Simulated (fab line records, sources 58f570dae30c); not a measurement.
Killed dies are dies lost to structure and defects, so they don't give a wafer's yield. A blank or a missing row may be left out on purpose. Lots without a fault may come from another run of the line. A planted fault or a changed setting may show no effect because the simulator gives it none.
Which tool did it? | flow berkeley_cmos170 | 15 lots, 45 wafers sampled, at 3 steps of a route of 331

WHAT THE GAUGES READ, wafer by wafer
UCB170_FIELD_THK_MEAS_91.
lot  | measured     | on            | FIELD_OXIDE_LEFT_2_THK (nm)
L810 | day 5 19:05  | film_metro-02 | 360 364 356
L812 | day 6 10:31  | film_metro-03 | 371 366 377
L815 | day 6 17:56  | film_metro-02 | 366 364 364
L814 | day 6 18:19  | film_metro-02 | 372 380 372
L811 | day 6 18:36  | film_metro-03 | 368 365 360
L816 | day 7 11:06  | film_metro-02 | 341 345 349
L819 | day 8 03:40  | film_metro-03 | 350 343 349
L820 | day 8 04:05  | film_metro-04 | 338 344 345
L824 | day 8 14:35  | film_metro-02 | 363 369 367
L822 | day 8 14:46  | film_metro-02 | 374 381 375
L821 | day 8 15:01  | film_metro-04 | 347 343 349
L823 | day 8 15:05  | film_metro-03 | 354 373 362
L828 | day 9 19:29  | film_metro-04 | 344 339 353
L830 | day 10 12:41 | film_metro-04 | 378 366 361
L831 | day 10 16:44 | film_metro-04 | 364 365 363

UCB170_GATE_THK_MEAS_05.
lot  | measured     | on            | GATE_POLY_THK (nm)
L810 | day 6 05:30  | film_metro-01 | 212.8 213.0 213.5
L812 | day 6 17:59  | film_metro-01 | 211.4 213.6 211.9
L815 | day 7 07:01  | film_metro-04 | 213.5 212.2 214.2
L814 | day 7 07:01  | film_metro-01 | 211.6 211.6 211.9
L811 | day 7 07:01  | film_metro-02 | 208.7 209.9 210.7
L816 | day 7 22:32  | film_metro-02 | 211.2 210.9 210.0
L819 | day 8 15:21  | film_metro-02 | 212.1 212.3 211.3
L820 | day 8 15:21  | film_metro-04 | 214.1 212.8 214.3
L824 | day 9 05:07  | film_metro-02 | 217.1 216.4 219.9
L822 | day 9 05:12  | film_metro-04 | 211.0 213.0 211.3
L821 | day 9 05:07  | film_metro-01 | 211.2 212.0 210.6
L823 | day 9 05:10  | film_metro-01 | 216.4 213.9 214.3
L828 | day 10 02:51 | film_metro-02 | 216.0 215.5 217.9
L830 | day 10 23:41 | film_metro-01 | 213.5 213.6 213.1
L831 | day 11 03:29 | film_metro-04 | 213.5 214.0 214.9

UCB170_GATE_OVL_MEAS_13.
lot  | measured     | on         | GATE_OVL (nm)
L810 | day 6 07:37  | overlay-01 | 7 3 9
L812 | day 6 19:40  | overlay-02 | -3 0 8
L815 | day 7 09:05  | overlay-02 | -6 -3 -10
L814 | day 7 09:25  | overlay-02 | -9 -6 -10
L811 | day 7 08:49  | overlay-02 | -1 -3 -4
L816 | day 7 23:40  | overlay-01 | -4 -4 1
L819 | day 8 16:23  | overlay-02 | -7 -5 -3
L820 | day 8 16:37  | overlay-02 | -1 3 5
L824 | day 9 06:59  | overlay-02 | -3 0 3
L822 | day 9 07:11  | overlay-01 | -3 4 -7
L821 | day 9 06:54  | overlay-01 | 14 6 9
L823 | day 9 07:11  | overlay-02 | 6 4 -3
L828 | day 10 04:13 | overlay-02 | -2 0 -5
L830 | day 11 00:52 | overlay-01 | -6 -9 -4
L831 | day 11 04:31 | overlay-01 | -1 -2 -1

WHICH TOOL RAN EACH LOT (tool, then ch and the chambers of the sampled wafers, then the start)
The record holds no process step before these readings.

WHAT THE TOOLS THEMSELVES READ (means of the sampled wafers that have a number; where no wafer has one, the mark that the record gives instead)
The record holds no such reading with a usual standard deviation.

THE ANSWER, worked out from the rows above alone
Rule: what is usual is taken from the lots themselves. Put in order of their means at a reading, lots are off if they are a third of the lots or fewer, leave a main group of 4 or more, and stand apart from it by a gap of 3 or more times the standard deviation of the main group's means; of several such gaps the widest counts. A main group whose means are all the same, to the digits that the tables above print for the reading, isn't used. A lot without any number at a reading at which 4 lots or more have one is off too. The other lots that the step has rows for count as sound. The gauges are gone through in route order, then the tools' own readings, and for those a lot's mean is taken as printed above. The first step at which some lot is off is used, and at that step the reading that is off furthest; a lot without a number counts as furthest.
No lot is off at any reading shown: from this, nothing can be told.

WHAT THE SIMULATOR HAD PUT IN
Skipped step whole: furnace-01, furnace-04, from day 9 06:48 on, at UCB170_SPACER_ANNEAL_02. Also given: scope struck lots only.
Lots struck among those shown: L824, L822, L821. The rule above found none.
